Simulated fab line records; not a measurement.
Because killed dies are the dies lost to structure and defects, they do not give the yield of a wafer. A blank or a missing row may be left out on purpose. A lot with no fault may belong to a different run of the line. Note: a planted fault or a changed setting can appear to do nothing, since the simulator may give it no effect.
fab line records	flow rit-cmos
record: lots: 6	wafers: 18	last-day: 7
route steps=202 shown PRETRO@69 GATE@75 FOX2@80 REOX@98 NLDD@103 M1@202
lots that met no fault: from a run of the same line without faults
start-h: hours from the record's first day to the start of the lot's first wafer shown	wait-h: time in hours since the lot's previous step	" the same as in the row above	L1.1+2: several wafers, shown together as one row	- value missing, or start not given	* or withheld: withheld	< > ~ a bound
route shown NAME@n: names a module that has steps shown in the file, with the first one's number in the route	usual: mean and standard deviation over wafers with no fault	same: alike in all rows	chamber/n: place in a boat	sites: per-site readings	_std_site: the values' standard deviation	_edge_site: mean of outer sites minus mean of inner sites	radius-mm: how far each site lies from the wafer's centre	mask NAME#n: copy n	behind: the tool/chamber that last shaped the wafer	hold: reason for holding the lot/hours on hold/outcome of the hold	device: the transistor (n, p or np) that didn't switch	end of line: tests run on the same wafers once the route is complete	a step with no rows: only its recipe	killed: dies that structure and defects cost at the first sort, which is not the same as the wafer's yield	map: shows each die of a wafer: x if killed, . if not, _ if none is there
set.NAME: the setting as run; set.NAME@STEP: as run at that earlier step	model.NAME: the simulator's own value behind a step, which no gauge read
lots at some steps of the route; a table a step, a row a wafer
services: from which hour (start-h, from the record's first day; less than 0 if before it) a tool's chamber was out of use, for how many hours, and why
== steps ==
step: RIT_PRETRO_DEVELOP_05
recipe: resist: NOVOLAK	develop-time-s: 68	dev-temp-c: 22
step: RIT_PRETRO_OVL_MEAS_06
usual: PRETRO_OVL: -0.7/1.1
lot.wafer	tool	chamber	start-h	wait-h	PRETRO_OVL[nm]
L624.3	overlay-01	-	46.38	-	-0.7
L624.4	"	-	"	"	-0.9
L624.5	"	-	"	"	0.3
L633.1	overlay-02	-	90.84	-	-0.9
L633.4	"	-	"	"	-1.1
L633.5	"	-	"	"	-2.6
L634.2	overlay-01	-	96.71	-	-0.9
L634.3	"	-	"	"	-0.4
L634.5	"	-	"	"	-1.8
L635.1	overlay-02	-	101.01	-	2.4
L635.2	"	-	"	"	1.5
L635.4	"	-	"	"	0.7
L639.1	overlay-02	-	126.79	-	-1.4
L639.3	"	-	"	"	-1.6
L639.5	"	-	"	"	-0.7
L643.3	overlay-02	-	140.79	-	0.7
L643.5	"	-	"	"	-1.5
L643.6	"	-	"	"	0.9
step: RIT_PRETRO_HARDBAKE_07
recipe: resist: NOVOLAK	temp-c: 140	time-s: 120
step: RIT_PRETRO_IMPLANT_08
recipe: species: B	energy-kev: 45	dose-cm2: 1.2e+13	tilt-deg: 7
step: RIT_PRETRO_STRIP_09
recipe: chemistry: O2	time-s: 180	resist: NOVOLAK	platen-temp-c: withheld	power-w: 500	pressure-mtorr: 4000	o2-flow-sccm: 4000
usual: drypump-motor-current-A: 5.8/0.35	o2-flow-sccm: 4000/12
lot.wafer	tool	chamber	start-h	wait-h	drypump-motor-current-A	o2-flow-sccm	rf-hours-counter-h
L624.3	plasma-asher-02	0	46.86	0.1	5.8	3995	-
L624.4	"	1	"	"	5.8	4020	-
L624.5	"	1	"	"	5.8	4003	-
L633.1	plasma-asher-02	0	91.28	0.1	5.7	4017	44
L633.4	"	0	"	"	5.8	4024	-
L633.5	"	1	"	"	5.8	3995	-
L634.2	plasma-asher-01	1	97.22	0.1	6.0	4018	46
L634.3	"	0	"	"	5.6	4002	-
L634.5	"	1	"	"	6.0	4005	-
L635.1	plasma-asher-02	1	101.44	0.1	5.8	4012	45
L635.2	"	0	"	"	5.7	4012	45
L635.4	"	1	"	"	5.8	4014	-
L639.1	plasma-asher-02	0	127.23	0.1	5.8	4001	48
L639.3	"	0	"	"	5.8	3987	-
L639.5	"	1	"	"	5.8	4011	-
L643.3	plasma-asher-03	1	141.27	0.1	5.2	3975	-
L643.5	"	0	"	"	6.4	4012	-
L643.6	"	1	"	"	5.1	4002	-
step: RIT_PRETRO_TW_MEAS_10
usual: PRETRO_TW: 476/6.6
lot.wafer	tool	chamber	start-h	wait-h	PRETRO_TW
L624.3	film-metro-01	-	47.00	0.1	484
L624.4	"	-	"	"	484
L624.5	"	-	"	"	483
L633.1	film-metro-01	-	91.45	0.1	481
L633.4	"	-	"	"	483
L633.5	"	-	"	"	481
L634.2	film-metro-01	-	97.40	0.1	480
L634.3	"	-	"	"	483
L634.5	"	-	"	"	479
L635.1	film-metro-02	-	101.62	0.1	470
L635.2	"	-	"	"	468
L635.4	"	-	"	"	467
L639.1	film-metro-01	-	127.40	0.1	480
L639.3	"	-	"	"	482
L639.5	"	-	"	"	483
L643.3	film-metro-03	-	141.41	0.1	465
L643.5	"	-	"	"	469
L643.6	"	-	"	"	466
step: RIT_GATE_WET_ETCH_00
recipe: chemistry: BOE	target: SiO2	target-depth-nm: 56	time-s: 60	dry: n2-spin	dilution: 10:1	temp-c: 21.5
step: RIT_GATE_CLEAN_01
recipe: chemistry: SC1	mix: 3:3:50	time-s: 600	temp-c: 75
step: RIT_GATE_CLEAN_02
recipe: chemistry: dHF	dilution: 50:1	time-s: 30
step: RIT_GATE_CLEAN_03
recipe: chemistry: SC2	mix: 3:3:50	time-s: 600	temp-c: 75	dry: n2-spin
step: RIT_GATE_CLEAN_04
recipe: chemistry: dHF	dilution: 50:1	time-s: 60	dry: n2-spin
step: RIT_FOX2_THK_MEAS_91
recipe: reads: SiO2_of_FOX2_OXIDATION_00
usual: FIELD_OXIDE_LEFT_2_THK: 257/7
lot.wafer	tool	chamber	start-h	wait-h	FIELD_OXIDE_LEFT_2_THK[nm]
L624.3	film-metro-03	-	47.47	0.0	252
L624.4	"	-	"	"	248
L624.5	"	-	"	"	248
L633.1	film-metro-01	-	91.93	0.0	263
L633.4	"	-	"	"	257
L633.5	"	-	"	"	263
L634.2	film-metro-03	-	97.88	0.0	257
L634.3	"	-	"	"	259
L634.5	"	-	"	"	256
L635.1	film-metro-01	-	102.10	0.0	256
L635.2	"	-	"	"	263
L635.4	"	-	"	"	267
L639.1	film-metro-01	-	127.88	0.0	246
L639.3	"	-	"	"	249
L639.5	"	-	"	"	246
L643.3	film-metro-01	-	141.91	0.0	257
L643.5	"	-	"	"	261
L643.6	"	-	"	"	256
step: RIT_GATE_OXIDATION_05
recipe: temp-c: 900	ambient: O2	target-thk-a: 30	ox-time-s: 270
lot.wafer	tool	chamber	start-h	wait-h
L624.3+4+5	furnace-03	0	47.56	0.1
L633.1+4+5	furnace-03	0	92.05	0.1
L634.2+3+5	furnace-03	0	98.21	0.3
L635.1+2+4	furnace-01	0	102.16	0.1
L639.1+3+5	furnace-04	0	128.72	0.8
L643.3+5+6	furnace-04	0	142.01	0.1
step: RIT_GATE_ANNEAL_06
recipe: temp-c: 900	time-s: 600	ambient: N2O
step: RIT_GATE_THK_MEAS_07
recipe: reads: SiO2_of_GATE_OXIDATION_05
usual: GATE_OXIDE_THK: 3.02/0.065
lot.wafer	tool	chamber	start-h	wait-h	GATE_OXIDE_THK[nm]
L624.3	film-metro-01	-	49.05	0.0	3.07
L624.4	"	-	"	"	3.12
L624.5	"	-	"	"	3.08
L633.1	film-metro-03	-	94.13	0.0	2.99
L633.4	"	-	"	"	3.01
L633.5	"	-	"	"	3.00
L634.2	film-metro-01	-	99.55	0.0	2.97
L634.3	"	-	"	"	3.06
L634.5	"	-	"	"	3.00
L635.1	film-metro-04	-	103.48	0.0	3.02
L635.2	"	-	"	"	3.03
L635.4	"	-	"	"	2.98
L639.1	film-metro-04	-	130.05	0.0	3.10
L639.3	"	-	"	"	3.08
L639.5	"	-	"	"	3.08
L643.3	film-metro-04	-	143.36	0.0	2.95
L643.5	"	-	"	"	3.06
L643.6	"	-	"	"	3.08
step: RIT_GATE_CVD_08
recipe: material: poly-Si	target-thk-nm: 250	temp-c: 610	precursor: SiH4	time-s: 2220	pressure-mtorr: 300	sih4-flow-sccm: 100
step: RIT_GATE_THK_MEAS_09
recipe: reads: poly-Si_of_GATE_CVD_08
usual: GATE_POLY_THK: 249.5/2.4
lot.wafer	tool	chamber	start-h	wait-h	GATE_POLY_THK[nm]
L624.3	film-metro-03	-	50.72	0.0	253.0
L624.4	"	-	"	"	252.3
L624.5	"	-	"	"	253.6
L633.1	film-metro-01	-	95.81	0.0	245.9
L633.4	"	-	"	"	245.4
L633.5	"	-	"	"	245.2
L634.2	film-metro-01	-	101.22	0.0	250.2
L634.3	"	-	"	"	251.9
L634.5	"	-	"	"	250.0
L635.1	film-metro-03	-	105.16	0.0	247.6
L635.2	"	-	"	"	246.9
L635.4	"	-	"	"	246.5
L639.1	film-metro-04	-	131.84	0.0	250.0
L639.3	"	-	"	"	251.2
L639.5	"	-	"	"	252.8
L643.3	film-metro-01	-	145.32	0.0	248.5
L643.5	"	-	"	"	249.0
L643.6	"	-	"	"	248.5
step: RIT_GATE_HMDS_10
recipe: prime-time-s: 60	prime-temp-c: 140
step: RIT_GATE_COAT_11
recipe: resist: NOVOLAK	spin-rpm: 4250	resist-thk-nm: 855.5
step: RIT_GATE_SOFTBAKE_12
recipe: resist: NOVOLAK	temp-c: 90	time-s: 60
step: RIT_GATE_EXPOSE_13
recipe: mask-id: M6	na: 0.6	source-shape: conventional	sigma-outer: 0.6	target-cd-nm: 150	dose-mj: 380
step: RIT_GATE_PEB_14
recipe: resist: NOVOLAK	temp-c: withheld	time-s: withheld
step: RIT_GATE_DEVELOP_15
recipe: resist: NOVOLAK	develop-time-s: 50	dev-temp-c: 23
step: RIT_GATE_CD_MEAS_16
recipe: target-cd-nm: 150
usual: cd-nm: 149.6/1.8
lot.wafer	tool	chamber	start-h	wait-h	cd-nm
L624.3	cd-sem-02	-	51.78	-	148.6
L624.4	"	-	"	"	150.8
L624.5	"	-	"	"	152.4
L633.1	cd-sem-02	-	96.99	-	146.6
L633.4	"	-	"	"	148.2
L633.5	"	-	"	"	147.2
L634.2	cd-sem-01	-	102.27	-	150.1
L634.3	"	-	"	"	148.7
L634.5	"	-	"	"	149.6
L635.1	cd-sem-02	-	106.19	-	149.3
L635.2	"	-	"	"	148.5
L635.4	"	-	"	"	149.1
L639.1	cd-sem-02	-	132.88	-	152.2
L639.3	"	-	"	"	151.0
L639.5	"	-	"	"	152.2
L643.3	cd-sem-02	-	146.25	-	150.5
L643.5	"	-	"	"	151.7
L643.6	"	-	"	"	149.6
step: RIT_GATE_OVL_MEAS_17
usual: GATE_OVL: 1.4/1.2
lot.wafer	tool	chamber	start-h	wait-h	GATE_OVL[nm]
L624.3	overlay-01	-	51.87	0.1	1.5
L624.4	"	-	"	"	2.4
L624.5	"	-	"	"	2.2
L633.1	overlay-02	-	97.11	0.1	0.1
L633.4	"	-	"	"	-0.1
L633.5	"	-	"	"	0.4
L634.2	overlay-01	-	102.37	0.1	0.1
L634.3	"	-	"	"	1.0
L634.5	"	-	"	"	2.9
L635.1	overlay-01	-	106.31	0.1	1.7
L635.2	"	-	"	"	2.3
L635.4	"	-	"	"	0.6
L639.1	overlay-02	-	133.00	0.1	1.9
L639.3	"	-	"	"	2.0
L639.5	"	-	"	"	2.5
L643.3	overlay-02	-	146.35	0.1	0.2
L643.5	"	-	"	"	-0.4
L643.6	"	-	"	"	0.2
step: RIT_GATE_HARDBAKE_18
recipe: resist: NOVOLAK	temp-c: 140	time-s: 60
step: RIT_GATE_ETCH_19
recipe: chemistry: SF6/CHF3/O2	time-s: 165	SF6_flow_sccm: 30	CHF3_flow_sccm: 30	O2_flow_sccm: 5	target: poly-Si	pressure-mtorr: 40	rf-w: 160	target-depth-a: 3125	over-etch-frac: 0.25	stop-on: SiO2
usual: drypump-motor-current-A: 5.8/0.42	oes-product-au: 0.850/0.0086	throttle-valve-pct: 10.23/0.12
lot.wafer	tool	chamber	start-h	wait-h	drypump-motor-current-A	oes-product-au	rf-hours-counter-h	throttle-valve-pct
L624.3	rie-si-01	3	52.04	0.1	5.4	0.855	47	10.17
L624.4	"	1	"	"	6.4	0.860	19	10.02
L624.5	"	2	"	"	5.6	0.853	-	10.31
L633.1	rie-si-02	3	97.30	0.1	5.8	0.841	148	10.31
L633.4	"	2	"	"	5.6	0.825	142	10.16
L633.5	"	3	"	"	5.8	0.841	-	10.30
L634.2	rie-si-01	3	102.55	0.1	5.4	0.846	47	10.15
L634.3	"	2	"	"	5.6	0.844	2	10.31
L634.5	"	2	"	"	5.6	0.843	-	10.32
L635.1	rie-si-02	3	106.50	0.1	5.8	0.841	148	10.30
L635.2	"	2	"	"	5.5	0.833	142	10.17
L635.4	"	1	"	"	6.5	0.845	69	10.24
L639.1	rie-si-02	0	133.18	0.1	5.3	0.852	145	10.43
L639.3	"	2	"	"	5.6	0.847	143	10.16
L639.5	"	1	"	"	6.5	0.870	-	10.26
L643.3	rie-si-02	2	146.52	0.1	5.6	0.843	143	10.15
L643.5	"	3	"	"	5.8	0.844	-	10.30
L643.6	"	2	"	"	5.6	0.837	-	10.17
step: RIT_GATE_STRIP_20
recipe: chemistry: O2	time-s: 180	resist: NOVOLAK	platen-temp-c: withheld	power-w: 500	pressure-mtorr: 4000	o2-flow-sccm: 4000
usual: drypump-motor-current-A: 5.6/0.48	o2-flow-sccm: 3999/12
lot.wafer	tool	chamber	start-h	wait-h	drypump-motor-current-A	o2-flow-sccm	rf-hours-counter-h
L624.3	plasma-asher-03	1	52.21	0.1	5.2	3995	-
L624.4	"	0	"	"	6.4	4022	-
L624.5	"	0	"	"	6.4	4009	-
L633.1	plasma-asher-03	1	97.40	0.1	5.2	3995	29
L633.4	"	1	"	"	5.2	3999	-
L633.5	"	1	"	"	5.2	4001	-
L634.2	plasma-asher-04	1	102.66	0.1	5.0	4006	48
L634.3	"	0	"	"	5.5	4009	-
L634.5	"	1	"	"	5.0	4005	-
L635.1	plasma-asher-01	0	106.61	0.1	5.6	4003	47
L635.2	"	1	"	"	6.0	4001	47
L635.4	"	1	"	"	6.0	4024	-
L639.1	plasma-asher-04	0	133.29	0.1	5.5	4006	52
L639.3	"	0	"	"	5.4	4009	-
L639.5	"	0	"	"	5.5	4004	-
L643.3	plasma-asher-03	0	146.69	0.1	6.4	3991	-
L643.5	"	0	"	"	6.4	3989	-
L643.6	"	1	"	"	5.2	3994	-
step: RIT_GATE_CD_MEAS_90
recipe: target-cd-nm: 150
usual: cd-nm: 149.6/1.8
lot.wafer	tool	chamber	start-h	wait-h	cd-nm
L624.3	cd-sem-02	-	52.37	0.1	149.0
L624.4	"	-	"	"	151.1
L624.5	"	-	"	"	152.3
L633.1	cd-sem-02	-	97.58	0.1	146.3
L633.4	"	-	"	"	148.2
L633.5	"	-	"	"	147.0
L634.2	cd-sem-01	-	102.86	0.1	149.8
L634.3	"	-	"	"	148.6
L634.5	"	-	"	"	149.0
L635.1	cd-sem-01	-	106.78	0.1	149.5
L635.2	"	-	"	"	148.2
L635.4	"	-	"	"	149.4
L639.1	cd-sem-01	-	133.47	0.1	152.0
L639.3	"	-	"	"	151.3
L639.5	"	-	"	"	152.8
L643.3	cd-sem-01	-	146.84	0.1	150.2
L643.5	"	-	"	"	151.9
L643.6	"	-	"	"	150.1
step: RIT_REOX_CLEAN_00
recipe: chemistry: SC1	mix: 3:3:50	time-s: 600	temp-c: 73.77
step: RIT_REOX_CLEAN_01
recipe: chemistry: dHF	dilution: 50:1	time-s: 30
step: RIT_REOX_CLEAN_02
recipe: chemistry: SC2	mix: 3:3:50	time-s: 600	temp-c: 75	dry: n2-spin
step: RIT_REOX_OXIDATION_03
recipe: temp-c: 900	ambient: O2	target-thk-a: 252	ox-time-s: 5580
step: RIT_REOX_THK_MEAS_04
recipe: reads: SiO2_of_REOX_OXIDATION_03
usual: REOX_OXIDE_THK: 25.4/0.54
lot.wafer	tool	chamber	start-h	wait-h	REOX_OXIDE_THK[nm]
L624.3	film-metro-02	-	55.38	0.0	25.3
L624.4	"	-	"	"	25.0
L624.5	"	-	"	"	25.1
L633.1	film-metro-02	-	100.62	0.0	25.2
L633.4	"	-	"	"	25.3
L633.5	"	-	"	"	25.2
L634.2	film-metro-01	-	106.04	0.0	25.6
L634.3	"	-	"	"	25.8
L634.5	"	-	"	"	25.8
L635.1	film-metro-01	-	113.38	0.0	25.3
L635.2	"	-	"	"	25.1
L635.4	"	-	"	"	25.2
L639.1	film-metro-01	-	136.52	0.0	25.4
L639.3	"	-	"	"	25.5
L639.5	"	-	"	"	26.0
L643.3	film-metro-01	-	149.86	0.0	25.1
L643.5	"	-	"	"	24.8
L643.6	"	-	"	"	24.7
step: RIT_NLDD_HMDS_00
recipe: prime-time-s: 60	prime-temp-c: 140
step: RIT_NLDD_COAT_01
recipe: resist: NOVOLAK	spin-rpm: 3250	resist-thk-nm: 1000
step: RIT_NLDD_SOFTBAKE_02
recipe: resist: NOVOLAK	temp-c: 90	time-s: 60
step: RIT_NLDD_EXPOSE_03
recipe: mask-id: M7	na: 0.57	target-cd-nm: 40700	dose-mj: 250
step: RIT_NLDD_PEB_04
recipe: resist: NOVOLAK	temp-c: withheld	time-s: withheld
step: RIT_NLDD_DEVELOP_05
recipe: resist: NOVOLAK	develop-time-s: 50	dev-temp-c: 23
step: RIT_NLDD_OVL_MEAS_06
usual: NLDD_OVL: 1.6/1.4
lot.wafer	tool	chamber	start-h	wait-h	NLDD_OVL[nm]
L624.3	overlay-02	-	56.29	-	2.5
L624.4	"	-	"	"	2.2
L624.5	"	-	"	"	1.0
L633.1	overlay-02	-	101.72	-	-0.2
L633.4	"	-	"	"	1.4
L633.5	"	-	"	"	-0.3
L634.2	overlay-02	-	107.19	-	0.3
L634.3	"	-	"	"	1.3
L634.5	"	-	"	"	0.4
L635.1	overlay-01	-	114.29	-	3.8
L635.2	"	-	"	"	3.8
L635.4	"	-	"	"	2.6
L639.1	overlay-01	-	137.43	-	2.2
L639.3	"	-	"	"	1.5
L639.5	"	-	"	"	1.3
L643.3	overlay-02	-	150.79	-	-0.1
L643.5	"	-	"	"	-2.2
L643.6	"	-	"	"	1.8
step: RIT_NLDD_HARDBAKE_07
recipe: resist: NOVOLAK	temp-c: 140	time-s: 60
step: RIT_M1_PROBE_99
usual: killed-at-contacts: 0.1/0.25	killed-at-front-end: 7.1/2.9	killed-dies: 7.2/2.9	killed-open: 3.6/1.9	killed-short: 3.5/1.9
same: gross-dies: 264	killed_at_M0_to_M3: 0	killed_at_M4_up: 0	killed-at-back-side: 0	killed-at-other: 0
lot.wafer	tool	chamber	start-h	wait-h	killed-at-contacts	killed-at-front-end	killed-dies	killed-open	killed-short	model.etest.diode-nwell-sub.leak-log10-a-cm2	model.etest.nmos_0p15.gate-bv-v	model.etest.pmos_0p15.gate-bv-v	model.etest.pmos_0p15.bv-v	model.etest.pmos_0p3.bv-v	model.etest.nmos_0p3.bv-v	model.etest.nmos_0p15.bv-v
L624.3	prober-01	-	74.36	0.2	0	4	4	2	2	-7.623	4.878	4.776	5.738	5.737	5.52	5.52
L624.4	prober-01	-	74.41	0.2	0	2	2	2	0	-7.309	4.923	4.817	5.753	5.752	5.543	5.543
L624.5	prober-01	-	74.46	0.2	0	7	7	2	5	-7.618	4.931	4.846	5.789	5.786	5.534	5.534
L633.1	prober-01	-	117.56	0.1	0	7	7	4	3	-6.693	4.337	4.23	5.306	5.305	5.245	5.245
L633.4	prober-01	-	117.71	0.2	0	4	4	2	2	-6.718	4.318	4.191	5.28	5.279	5.227	5.227
L633.5	prober-01	-	117.76	0.2	0	5	5	4	1	-6.933	4.307	4.165	5.251	5.251	5.226	5.226
L634.2	prober-02	-	125.67	0.1	0	13	13	8	5	-6.568	4.321	4.206	5.261	5.261	5.2	5.2
L634.3	prober-02	-	125.72	0.2	0	6	6	4	2	-6.508	4.377	4.243	5.299	5.299	5.247	5.247
L634.5	prober-02	-	125.82	0.2	0	10	10	6	4	-6.286	4.332	4.224	5.276	5.276	5.211	5.211
L635.1	prober-01	-	130.37	0.1	0	6	6	2	4	-7.337	4.779	4.765	5.718	5.716	5.433	5.433
L635.2	prober-01	-	130.42	0.1	0	10	10	3	7	-7.367	4.866	4.758	5.716	5.714	5.482	5.482
L635.4	prober-01	-	130.52	0.2	0	5	5	4	1	-7.507	4.815	4.701	5.66	5.66	5.442	5.442
L639.1	prober-01	-	153.67	0.1	1	8	9	4	5	-7.811	4.877	4.773	5.727	5.727	5.542	5.542
L639.3	prober-01	-	153.77	0.2	0	10	10	5	5	-7.53	4.847	4.789	5.732	5.732	5.55	5.55
L639.5	prober-01	-	153.87	0.2	0	12	12	4	8	-7.612	4.869	4.748	5.717	5.717	5.532	5.532
L643.3	prober-02	-	168.08	0.2	0	7	7	3	4	-7.571	4.834	4.731	5.729	5.726	5.529	5.529
L643.5	prober-02	-	168.18	0.2	0	4	4	3	1	-7.277	4.784	4.721	5.706	5.703	5.472	5.472
L643.6	prober-02	-	168.23	0.2	0	6	6	1	5	-7.766	4.84	4.768	5.755	5.753	5.528	5.528
killed by level:class
L624.3 REOX:geometric-particle:open=2 SPACER:geometric-particle:short=1 SILICIDE:geometric-particle:short=1
L624.4 GATE:geometric-particle:open=1 REOX:geometric-particle:open=1
L624.5 GATE:geometric-particle:short=3 REOX:geometric-particle:open=1 GATE:geometric-particle:open=1 REOX:geometric-particle:short=1 SILICIDE:geometric-particle:short=1
L633.1 FOX2:geometric-particle:short=2 GATE:geometric-particle:open=2 GATE:geometric-particle:short=1 REOX:geometric-particle:open=1 SILICIDE:geometric-particle:open=1
L633.4 SILICIDE:geometric-particle:open=2 REOX:geometric-particle:short=1 SPACER:geometric-particle:short=1
L633.5 SILICIDE:geometric-particle:open=2 FOX2:geometric-particle:open=1 GATE:geometric-particle:open=1 GATE:geometric-particle:short=1
L634.2 FOX1:geometric-particle:short=2 GATE:geometric-particle:open=2 REOX:geometric-particle:open=2 SPACER:geometric-particle:short=2 SILICIDE:geometric-particle:open=2 FOX1:geometric-particle:open=1 FOX2:geometric-particle:open=1 REOX:geometric-particle:short=1
L634.3 GATE:geometric-particle:open=3 SILICIDE:geometric-particle:short=2 FOX2:geometric-particle:open=1
L634.5 GATE:geometric-particle:short=3 FOX2:geometric-particle:open=2 GATE:geometric-particle:open=2 FOX1:geometric-particle:open=1 FOX1:geometric-particle:short=1 REOX:geometric-particle:open=1
L635.1 FOX1:geometric-particle:short=2 REOX:geometric-particle:open=2 FOX2:geometric-particle:short=1 GATE:geometric-particle:short=1
L635.2 SPACER:geometric-particle:short=3 SILICIDE:geometric-particle:short=2 ACTIVE:geometric-particle:short=1 FOX1:geometric-particle:short=1 GATE:geometric-particle:open=1 SPACER:geometric-particle:open=1 SILICIDE:geometric-particle:open=1
L635.4 FOX1:geometric-particle:short=1 FOX1:geometric-particle:open=1 GATE:geometric-particle:open=1 SPACER:geometric-particle:open=1 SILICIDE:geometric-particle:open=1
L639.1 FOX1:geometric-particle:open=1 FOX1:geometric-particle:short=1 FOX2:geometric-particle:short=1 GATE:geometric-particle:open=1 REOX:geometric-particle:short=1 SPACER:geometric-particle:open=1 SILICIDE:geometric-particle:short=1 SILICIDE:geometric-particle:open=1
L639.3 GATE:geometric-particle:short=4 FOX1:geometric-particle:open=2 GATE:geometric-particle:open=2 SPACER:geometric-particle:open=1 SPACER:geometric-particle:short=1
L639.5 SPACER:geometric-particle:short=4 GATE:geometric-particle:short=3 GATE:geometric-particle:open=2 FOX1:geometric-particle:short=1 FOX2:geometric-particle:open=1 SILICIDE:geometric-particle:open=1
L643.3 GATE:geometric-particle:open=3 GATE:geometric-particle:short=2 FOX2:geometric-particle:short=1 SPACER:geometric-particle:short=1
L643.5 GATE:geometric-particle:open=3 FOX1:geometric-particle:short=1
L643.6 GATE:geometric-particle:short=4 FOX2:geometric-particle:short=1 GATE:geometric-particle:open=1
== services ==
tool	chamber	start-h	hours	kind
plasma-asher-01	-	34.24	5.5	repair
plasma-asher-04	-	52.02	1.9	repair
furnace-01	-	79.86	2.9	pm
rie-si-01	3	89.50	4.9	repair
furnace-04	-	90.36	3.3	pm
rie-si-01	0	94.70	4.2	repair
furnace-04	-	96.85	3.9	pm
furnace-03	-	104.38	3.2	pm
furnace-04	-	105.09	10.7	pm
plasma-asher-01	-	108.75	9.0	pm
plasma-asher-01	0	108.75	9.0	vent-cycle
plasma-asher-01	1	108.75	9.0	vent-cycle
plasma-asher-02	-	109.32	2.8	pm
plasma-asher-01	0	117.75	-	clean
plasma-asher-01	1	117.75	-	clean
furnace-03	-	120.12	9.4	repair
rie-si-02	3	121.22	-	clean
rie-si-02	3	121.22	23.3	scheduled-down
rie-si-02	3	121.22	23.3	vent-cycle
rie-si-01	0	125.31	16.7	repair
rie-si-02	0	144.48	-	clean
rie-si-02	0	144.48	27.3	scheduled-down
rie-si-02	0	144.48	27.3	vent-cycle
== key ==
first-sign none at tools or gauges
model-effect: step: RIT_M1_PROBE_99	value: etest.diode-nwell-sub.leak-log10-a-cm2	without: -7.472	struck: -6.618
met-at RIT_GATE_OXIDATION_05
struck-wafers L633.1,L633.4,L633.5,L634.2,L634.3,L634.5
tester-left-out L633,L634
onset-between 47.56 92.05
fault: kind: metallic-contamination-source	tool: furnace-03	chamber: -	onset-h: 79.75	steps: RIT_GATE_OXIDATION_05	rate-cm2-per-visit: 2e+12	species: metal-cu-cm2
tester-left-out: of these lots the tester's yield and bins aren't shown, on N5 and GAA mostly nor the transistor test; their killed dies are dies lost to structure and defects alone, not to doping, threshold or leakage, so they don't give the yield
